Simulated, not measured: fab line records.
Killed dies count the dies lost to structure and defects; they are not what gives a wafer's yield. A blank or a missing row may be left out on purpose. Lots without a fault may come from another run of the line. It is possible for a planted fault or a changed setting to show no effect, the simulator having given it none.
A struck lot beside a sound one ; flow berkeley cmos170 ; 15 steps out of a route of 331
Sound: these wafers, L737.2, L737.5, L737.6. Wafers L746.2, L746.5, L746.6 were the ones struck. The cause is given at the end.
At each step with rows: each side's tool, then ch and its chambers, then its first start. Under that, the readings that differ: sound wafers ; struck wafers ; difference of the means ; sigmas: that difference in standard deviations of wafers without a fault.
alike: a reading whose means differ by less than 2 such deviations, as well as words and numbers matching on both sides. not compared: withheld readings; readings where some wafer has no value; bounds like >300 that might hide an equal value; numbers whose values overlap and for which the record gives no deviation.
Wherever a step has rows on one side only, a row that says differs or no value, or a row with sigmas, the two part there. When numbers do not overlap yet have no deviation, they are printed without sigmas and do not part them. Lack of a reading on every wafer of one side parts them only where that side has two or more wafers.

first, 1 step without rows for these wafers: UCB170_CONTACT_SOFTBAKE_05 (time 60 s).
UCB170_CONTACT_STRIP_06: strips in O2.
  sound on plasma asher-04 ch 0,1, day 8 15:31; struck on plasma asher-03 ch 0,1, day 10 11:22
  alike: drypump motor current A, oes product au, strip time to endpoint s
  not compared: rf hours counter h
then, 1 step without rows for these wafers: UCB170_CONTACT_CLEAN_07 (cleans in SPM, time 600 s).
UCB170_CONTACT_RTA_08: time 10 s.
  sound on rtp anneal-01 ch 0, day 8 15:53; struck on rtp anneal-02 ch 0, day 10 11:39
reading;sound;struck;difference;sigmas
lamp power pct (%);20.3 20.3 20.3;22.9 22.9 22.9;+2.6;+2
  alike: wafer_temp_C_max
then, 6 steps without rows for these wafers: UCB170_CONTACT_COAT_09; UCB170_CONTACT_COAT_10 (resist thk 900 nm); UCB170_CONTACT_SOFTBAKE_11 (time 60 s); UCB170_CONTACT_EXPOSE_12 (exposes mask CONT, target cd 700 nm); UCB170_CONTACT_PEB_13; UCB170_CONTACT_DEVELOP_14 (develop time 45 s).
UCB170_CONTACT_CD_MEAS_15: target cd 700 nm.
  sound: cd sem-01 at day 8 17:29; struck: cd sem-02 at day 10 12:44
  alike: cd nm
UCB170_CONTACT_OVL_MEAS_16:
  sound: overlay-02 at day 8 17:36; struck: overlay-01 at day 10 12:51
reading;sound;struck;difference;sigmas
CONTACT_OVL (nm);6 9 9;-6 -6 -9;-15;-3
UCB170_CONTACT_ETCH_17: etches BARC in N2/H2.
  sound on rie diel-02 ch 0,1,3, day 8 17:38; struck on rie diel-03 ch 0,1, day 10 12:53
reading;sound;struck;difference;sigmas
oes product au (a.u.);0.973 1.031 0.978;1.295 1.284 1.290;+0.296;+14
model.CONTACT.cd nm (nm);701.5 702.8 701.4;703 704 704.3;+2;
  alike: drypump motor current A, throttle valve pct
UCB170_CONTACT_ETCH_18: etches PSG in CHF3/CF4/Ar, stops on TiSi2, target depth 840 nm, time 195 s.
  sound on rie diel-02 ch 0,1,3; struck on rie diel-03 ch 0,1
  alike: drypump motor current A, oes product au, throttle valve pct
  not compared: rf hours counter h, model.CONTACT.cd nm
UCB170_CONTACT_STRIP_19: strips in O2.
  sound on plasma asher-03 ch 0,1, day 8 17:48; struck on plasma asher-03 ch 0,1, day 10 13:03
  alike: drypump motor current A, oes product au
  not compared: rf hours counter h

## WHERE THEY PART
First at UCB170_CONTACT_RTA_08; last, within this record, at UCB170_CONTACT_ETCH_17. Later steps at which nothing parts them and some readings are alike: UCB170_CONTACT_ETCH_18, UCB170_CONTACT_STRIP_19.

WHY: what the simulator had put in
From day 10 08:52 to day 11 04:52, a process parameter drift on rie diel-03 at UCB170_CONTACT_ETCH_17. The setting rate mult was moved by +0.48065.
